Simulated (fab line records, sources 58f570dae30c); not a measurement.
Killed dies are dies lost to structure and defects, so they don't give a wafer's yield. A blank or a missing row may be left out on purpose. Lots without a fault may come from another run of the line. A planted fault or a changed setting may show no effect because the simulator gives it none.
One fault seen from 2 desks | flow berkeley_cmos170 | each desk has only its own numbers; what lay behind them comes last

THE METROLOGY DESK
What the gauges read, lot by lot, whatever tool the lot ran on: means of the sampled wafers that have a number. A lot is out of limits, marked OUT, if its mean lies more than 4 standard deviations from the usual mean; the brackets give that distance.
Columns: A = CONTACT_PSG_THK at UCB170_CONTACT_THK_MEAS_02, usual 697 nm; B = cd_nm at UCB170_CONTACT_CD_MEAS_15, usual 700.2 nm; C = CONTACT_OVL at UCB170_CONTACT_OVL_MEAS_16, usual 1 nm
lot  | first seen here | A   | B     | C
L315 | day 7 22:55     | 689 | 701.1 | -2
L314 | day 7 22:58     | 694 | 700.0 | 1
L321 | day 9 09:56     | 700 | 699.6 | 1
L323 | day 10 09:55    | 704 | 699.7 | -6
L326 | day 10 11:29    | 706 | 700.4 | 14
L329 | day 11 09:22    | 701 | 699.1 | -4
This desk's finding: nothing out of limits on any of the 6 lots.

THE TOOL OWNER'S DESK: litho_track-01
The tool's own readings at UCB170_CONTACT_COAT_10 (resist thk 900 nm): means of the sampled wafers that have a number, for each lot that ran on this tool. A lot is out of limits, marked OUT, if its mean lies more than 4 standard deviations from the usual mean; the brackets give that distance.
Columns: A = dispense_pressure_kPa at UCB170_CONTACT_COAT_10, usual 55.4 kPa; B = spin_speed_rpm at UCB170_CONTACT_COAT_10, usual 1499.9 rpm
lot  | first seen here | A    | B
L315 | day 8 01:00     | 58.3 | 1499.1
L321 | day 9 10:00     | 58.3 | 1366.7 (-99 or more) OUT
L323 | day 10 11:00    | 58.3 | 1365.6 (-99 or more) OUT
This desk's finding: out of limits on L321, L323; first on L321, day 9 10:00 (spin_speed_rpm at UCB170_CONTACT_COAT_10). In limits: L315.

PUT TOGETHER
The tool owner's desk could have raised an alarm at day 9 10:00, on L321, L323.
The metrology desk saw nothing out of limits.
The metrology desk has L321, L323 on record, within its limits.
Of the lots named, all ran UCB170_CONTACT_COAT_10 on litho_track-01.

WHAT THE SIMULATOR HAD PUT IN
Process parameter drift: litho_track-01, from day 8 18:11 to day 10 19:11, at UCB170_CONTACT_COAT_10. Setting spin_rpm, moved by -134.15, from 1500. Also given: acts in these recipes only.
Lots struck among those shown: L321, L323.
Hours from the fault's start to each desk's first reading out of limits: the tool owner's desk, 16.
